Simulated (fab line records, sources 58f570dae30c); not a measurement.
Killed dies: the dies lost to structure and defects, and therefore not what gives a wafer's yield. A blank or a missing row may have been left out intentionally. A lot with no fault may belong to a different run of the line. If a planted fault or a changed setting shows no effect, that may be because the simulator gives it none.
The tool behind it: which one? + flow berkeley cmos170 + 42 wafers from 14 lots sampled at 5 of the route's 331 steps

## WHAT THE GAUGES READ, wafer by wafer
UCB170_NWELL_OVL_MEAS_12. Usual: NWELL_OVL gives -1 nm (standard deviation 4.9).
| lot  | measured    | on         | NWELL_OVL (nm) | flag |
|------|-------------|------------|----------------|------|
| L367 | day 2 12:31 | overlay-02 | -5 -4 -1       |      |
| L368 | day 2 12:33 | overlay-01 | -5 -4 -2       |      |
| L369 | day 2 20:07 | overlay-01 | -6 2 -8        |      |
| L372 | day 3 14:38 | overlay-01 | -2 -1 -6       |      |
| L374 | day 3 17:53 | overlay-01 | -1 1 -3        |      |
| L375 | day 4 04:55 | overlay-02 | -9 -8 -3       |      |
| L377 | day 4 11:12 | overlay-01 | 3 2 1          |      |
| L378 | day 4 21:14 | overlay-02 | 2 5 8          |      |
| L380 | day 4 21:26 | overlay-02 | 10 6 10        |      |
| L381 | day 5 09:34 | overlay-02 | 12 3 8         |      |
| L382 | day 5 16:37 | overlay-02 | -4 -14 -6      |      |
| L386 | day 6 13:05 | overlay-01 | 8 1 8          |      |
| L388 | day 6 23:58 | overlay-01 | -2 -5 -7       |      |
| L390 | day 7 10:11 | overlay-01 | -3 0 -7        |      |

UCB170_PWELL_TW_MEAS_17. Usual: PWELL_TW gives 376.0 (standard deviation 1.7).
| lot  | measured    | on            | PWELL_TW          | flag |
|------|-------------|---------------|-------------------|------|
| L367 | day 3 08:44 | film metro-03 | 380.3 377.0 377.3 |      |
| L368 | day 3 08:38 | film metro-04 | 375.0 372.5 371.4 |      |
| L369 | day 3 15:52 | film metro-03 | 377.0 375.8 375.4 |      |
| L372 | day 4 12:40 | film metro-01 | 378.4 377.8 378.2 |      |
| L374 | day 4 13:02 | film metro-04 | 375.7 375.0 377.4 |      |
| L375 | day 5 02:12 | film metro-03 | 377.3 375.5 375.5 |      |
| L377 | day 5 08:45 | film metro-04 | 375.5 373.5 374.1 |      |
| L378 | day 5 15:41 | film metro-03 | 375.2 376.3 376.2 |      |
| L380 | day 5 15:26 | film metro-03 | 375.3 375.9 376.6 |      |
| L381 | day 6 04:28 | film metro-01 | 378.6 377.0 376.6 |      |
| L382 | day 6 18:55 | film metro-01 | 377.1 376.8 376.5 |      |
| L386 | day 7 08:41 | film metro-01 | 376.9 378.5 377.2 |      |
| L388 | day 7 23:15 | film metro-01 | 375.1 376.4 377.0 |      |
| L390 | day 8 20:48 | film metro-01 | 375.2 375.3 375.1 |      |

UCB170_PFIELD_TW_MEAS_09. Usual: PFIELD_TW gives 599 (standard deviation 3.2).
| lot  | measured     | on            | PFIELD_TW               | flag |
|------|--------------|---------------|-------------------------|------|
| L367 | day 5 04:20  | film metro-02 | 602 606 603             |      |
| L368 | day 4 18:25  | film metro-02 | 603 602 602             |      |
| L369 | day 5 04:02  | film metro-02 | 598 601 600             |      |
| L372 | day 6 05:07  | film metro-01 | 598 598 596             |      |
| L374 | day 6 05:39  | film metro-01 | 599 600 598             |      |
| L375 | day 6 13:56  | film metro-01 | 551 550 550 549 550 552 | OFF  |
| L377 | day 6 20:07  | film metro-01 | 548 548 547 550 546 548 | OFF  |
| L378 | day 7 07:22  | film metro-02 | 600 601 600             |      |
| L380 | day 7 07:05  | film metro-04 | 597 595 598             |      |
| L381 | day 7 23:10  | film metro-02 | 604 603 604             |      |
| L382 | day 8 17:32  | film metro-01 | 601 597 598             |      |
| L386 | day 9 06:20  | film metro-01 | 602 598 599             |      |
| L388 | day 9 17:02  | film metro-02 | 605 604 606             |      |
| L390 | day 10 09:59 | film metro-01 | 597 596 598             |      |

## TOOL THAT RAN EACH LOT (tool first, then ch and the chambers of the sampled wafers, then the start)
| lot  | UCB170_PWELL_ETCH_14              | UCB170_PFIELD_IMPLANT_07        |
|------|-----------------------------------|---------------------------------|
| L367 | rie diel-01 ch 1,2,3, day 3 08:22 | implanter-02 ch 0, day 5 04:07  |
| L368 | rie diel-03 ch 0,2,3, day 3 08:15 | implanter-03 ch 0, day 4 18:12  |
| L369 | rie diel-03 ch 1,2,3, day 3 15:31 | implanter-04 ch 0, day 5 03:47  |
| L372 | rie diel-02 ch 0,1,3, day 4 12:19 | implanter-02 ch 0, day 6 04:51  |
| L374 | rie diel-02 ch 0,1,3, day 4 12:41 | implanter-04 ch 0, day 6 05:24  |
| L375 | rie diel-02 ch 0,1,2, day 5 01:50 | implanter-04 ch 0, day 6 13:42  |
| L377 | rie diel-03 ch 1,2,3, day 5 08:23 | implanter-04 ch 0, day 6 19:54  |
| L378 | rie diel-01 ch 0,1,2, day 5 15:20 | implanter-03 ch 0, day 7 07:07  |
| L380 | rie diel-01 ch 0,2, day 5 15:04   | implanter-02 ch 0, day 7 06:50  |
| L381 | rie diel-02 ch 0,1,3, day 6 04:07 | implanter-03 ch 0, day 7 22:55  |
| L382 | rie diel-03 ch 0,2, day 6 18:33   | implanter-02 ch 0, day 8 17:19  |
| L386 | rie diel-02 ch 2,3, day 7 08:20   | implanter-02 ch 0, day 9 06:05  |
| L388 | rie diel-02 ch 0,2,3, day 7 22:54 | implanter-03 ch 0, day 9 16:47  |
| L390 | rie diel-01 ch 0,2, day 8 20:27   | implanter-04 ch 0, day 10 09:43 |
- UCB170_PWELL_ETCH_14: etches Si3N4 in CH3F/Ar/O2, stops on SiO2, target depth 242 nm, time 151 s.
- UCB170_PFIELD_IMPLANT_07

## WHAT THE TOOLS THEMSELVES READ (means of the sampled wafers that have a number; where no wafer has one, the mark that the record gives instead)
UCB170_PWELL_ETCH_14. Usual: drypump motor current A 5.6 A, standard deviation 0.45; oes product au 0.940 a.u., standard deviation 0.016; throttle valve pct 8.03 %, standard deviation 0.11.
| lot  | tool        | drypump motor current A (A) | oes product au (a.u.) | throttle valve pct (%) | flag |
|------|-------------|-----------------------------|-----------------------|------------------------|------|
| L367 | rie diel-01 | 5.3                         | 0.925                 | 8.02                   |      |
| L368 | rie diel-03 | 5.6                         | 0.935                 | 8.02                   |      |
| L369 | rie diel-03 | 5.9                         | 0.942                 | 8.02                   |      |
| L372 | rie diel-02 | 5.8                         | 0.938                 | 8.05                   |      |
| L374 | rie diel-02 | 5.8                         | 0.939                 | 8.06                   |      |
| L375 | rie diel-02 | 5.9                         | 0.949                 | 8.06                   |      |
| L377 | rie diel-03 | 5.9                         | 0.939                 | 8.02                   |      |
| L378 | rie diel-01 | 5.3                         | 0.949                 | 7.96                   |      |
| L380 | rie diel-01 | 5.4                         | 0.925                 | 8.04                   |      |
| L381 | rie diel-02 | 5.7                         | 0.941                 | 8.05                   |      |
| L382 | rie diel-03 | 5.4                         | 0.949                 | 8.14                   |      |
| L386 | rie diel-02 | 5.7                         | 0.933                 | 8.07                   |      |
| L388 | rie diel-02 | 5.7                         | 0.935                 | 8.06                   |      |
| L390 | rie diel-01 | 5.3                         | 0.929                 | 7.94                   |      |

UCB170_PFIELD_IMPLANT_07. Usual: dose ions cm2 2.0001e+13, standard deviation 2.4e+10; faraday current uA 63.4, standard deviation 1.4.
| lot  | tool         | dose ions cm2 | faraday current uA | flag |
|------|--------------|---------------|--------------------|------|
| L367 | implanter-02 | 1.9997e+13    | 62.6               |      |
| L368 | implanter-03 | 1.9981e+13    | 63.2               |      |
| L369 | implanter-04 | 1.9999e+13    | 64.0               |      |
| L372 | implanter-02 | 1.9997e+13    | 63.2               |      |
| L374 | implanter-04 | 1.9996e+13    | 61.9               |      |
| L375 | implanter-04 | 1.5202e+13    | 48.8               | OFF  |
| L377 | implanter-04 | 1.5210e+13    | 48.1               | OFF  |
| L378 | implanter-03 | 2.0005e+13    | 63.9               |      |
| L380 | implanter-02 | 2.0005e+13    | 63.0               |      |
| L381 | implanter-03 | 1.9986e+13    | 62.5               |      |
| L382 | implanter-02 | 1.9987e+13    | 63.1               |      |
| L386 | implanter-02 | 2.0037e+13    | 64.1               |      |
| L388 | implanter-03 | 2.0003e+13    | 63.0               |      |
| L390 | implanter-04 | 2.0018e+13    | 63.1               |      |

## THE ANSWER, worked out from the rows above alone
Rule: a lot counts as off when the mean over its wafers that have a number is more than 3 standard deviations away from the usual mean. A lot without any number at a reading at which 4 lots or more have one is off too. The other lots that the step has rows for count as sound. The gauges are gone through in route order, then the tools' own readings, and for those a lot's mean is taken as printed above. At the first step where some lot is off, the reading lying furthest off is the one used; lots without a number count as furthest.
Off: at UCB170_PFIELD_TW_MEAS_09 (PFIELD_TW), L375, L377.
A tool fits if, at a process step before that reading, it ran every lot that is off, and no sound lot after the first of them. Not tried: the gauges at UCB170_PFIELD_TW_MEAS_09; whatever is off there is also off at UCB170_PFIELD_IMPLANT_07, on other tools, and gauge error can't account for it. None of those tried fits.

## WHAT HAD BEEN PUT IN BY THE SIMULATOR
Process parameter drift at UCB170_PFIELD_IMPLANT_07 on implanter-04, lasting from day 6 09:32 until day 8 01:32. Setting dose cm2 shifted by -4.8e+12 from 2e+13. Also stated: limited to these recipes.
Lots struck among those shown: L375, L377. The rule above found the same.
